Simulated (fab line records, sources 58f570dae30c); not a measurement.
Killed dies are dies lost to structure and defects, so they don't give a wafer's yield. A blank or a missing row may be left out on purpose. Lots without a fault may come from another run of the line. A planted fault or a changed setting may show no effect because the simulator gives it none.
Split-lot experiment | flow berkeley_cmos170 | 5 lots, 23 wafers read, on a route of 331 steps

THE SPLIT
At UCB170_NLDD_EXPOSE_03 (exposes mask NSELECT, target cd 1200 nm), the setting dose_mj was moved away from the recipe's 30 on 7 of the 23 wafers read, by -2.3% to +3.8%. The other wafers ran this setting at the recipe's value.

FROM THE SPLIT TO THE READING: what the file shows between them, 2 steps
- UCB170_NLDD_PEB_04
- UCB170_NLDD_DEVELOP_05: develop time 45 s

THE READING
cd_nm, in nm, at UCB170_NLDD_CD_MEAS_06 (target cd 1200 nm). Fault-free wafers of this fab line usually give 1200.3 nm, standard deviation 1.3 nm.

wafer  | tool, chamber at the split | dose_mj as run | against the recipe | cd_nm, nm | against lot-mates on the recipe
L074.2 | krf_scanner-02, 0          | 30             | recipe             | 1197.8    | -
L074.3 | krf_scanner-02, 0          | 30             | recipe             | 1199.3    | -
L074.4 | krf_scanner-02, 0          | 30             | recipe             | 1199.3    | -
L074.5 | krf_scanner-02, 0          | 30             | recipe             | 1199.0    | -
L074.6 | krf_scanner-02, 0          | 30             | recipe             | 1199.9    | -
L076.1 | krf_scanner-02, 0          | 30             | recipe             | 1201.2    | -
L076.2 | krf_scanner-02, 0          | 29.32          | -2.3%              | 1197.1    | -4.2
L076.3 | krf_scanner-02, 0          | 29.32          | -2.3%              | 1197.9    | -3.4
L076.4 | krf_scanner-02, 0          | 29.32          | -2.3%              | 1198.6    | -2.7
L076.5 | krf_scanner-02, 0          | 30             | recipe             | 1201.4    | -
L079.3 | krf_scanner-01, 0          | 30             | recipe             | 1200.8    | -
L079.4 | krf_scanner-01, 0          | 30             | recipe             | 1200.6    | -
L079.6 | krf_scanner-01, 0          | 30             | recipe             | 1200.7    | -
L078.1 | krf_scanner-01, 0          | 30.74          | +2.5%              | 1206.8    | +4.8
L078.3 | krf_scanner-01, 0          | 30             | recipe             | 1202.5    | -
L078.4 | krf_scanner-01, 0          | 30.74          | +2.5%              | 1207.0    | +5.0
L078.5 | krf_scanner-01, 0          | 30             | recipe             | 1201.3    | -
L078.6 | krf_scanner-01, 0          | 30             | recipe             | 1202.3    | -
L084.2 | krf_scanner-01, 0          | 30             | recipe             | 1198.7    | -
L084.3 | krf_scanner-01, 0          | 30             | recipe             | 1199.0    | -
L084.4 | krf_scanner-01, 0          | 31.14          | +3.8%              | 1205.2    | +5.8
L084.5 | krf_scanner-01, 0          | 30             | recipe             | 1200.6    | -
L084.6 | krf_scanner-01, 0          | 31.14          | +3.8%              | 1207.6    | +8.2

THE FIT
A straight line over all 23 wafers: cd_nm changes by +1.65 nm for each +1% of dose_mj; r = +0.88; the points scatter about the line by 1.5 nm.
The same after taking each lot's own level away (the mean of its wafers on the recipe; 23 wafers): +1.76 nm for each +1%; r = +0.97; scatter 0.71 nm.
On that fit, the largest move of dose_mj shifts the reading by 6.7 nm.
The lots' own levels span 1199.06 to 1202.03 nm, that is 2.3 times the standard deviation above.
So the lot-to-lot level changes the slope little: the two slopes agree.
Check: with one of the wafers moved furthest among these (+3.8%) left out of the fit, the line predicts +7.24 nm for it against its lot-mates. It came out at +5.77 nm against them.

OTHER SPLITS ON THESE WAFERS
These wafers also went through other splits before the reading. Each is held against what the fit with the lots' levels taken away leaves over:
other split on the same wafers | wafers away from the commonest value | r with cd_nm (lot level and that fit taken away)
UCB170_PLDD_EXPOSE_03 dose_mj  | 10                                   | +0.02

THE WHOLE CHAIN: every reading that the file lists as answering this split, in the file's order
step                      | what it does                                                             | reading                                                        | change (the file's fit)                                                           | r (the file's)
UCB170_NLDD_CD_MEAS_06    | target cd 1200 nm                                                        | cd_nm                                                          | +1.8 nm for each +1% of the setting                                               | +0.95
UCB170_SPACER_ETCHBACK_03 | etches SiO2 in CHF3/CF4/Ar, stops on Si, target depth 376 nm, time 100 s | etch.depth_nm (the simulator's own value, which no gauge read) | -3.81 nm for each +1% of the setting, in a fit together with time_s@SPACER_CVD_00 | 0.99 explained

THE FILE'S OWN FIT
cd_nm changes by +1.8 nm for each +1% of dose_mj, r = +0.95.
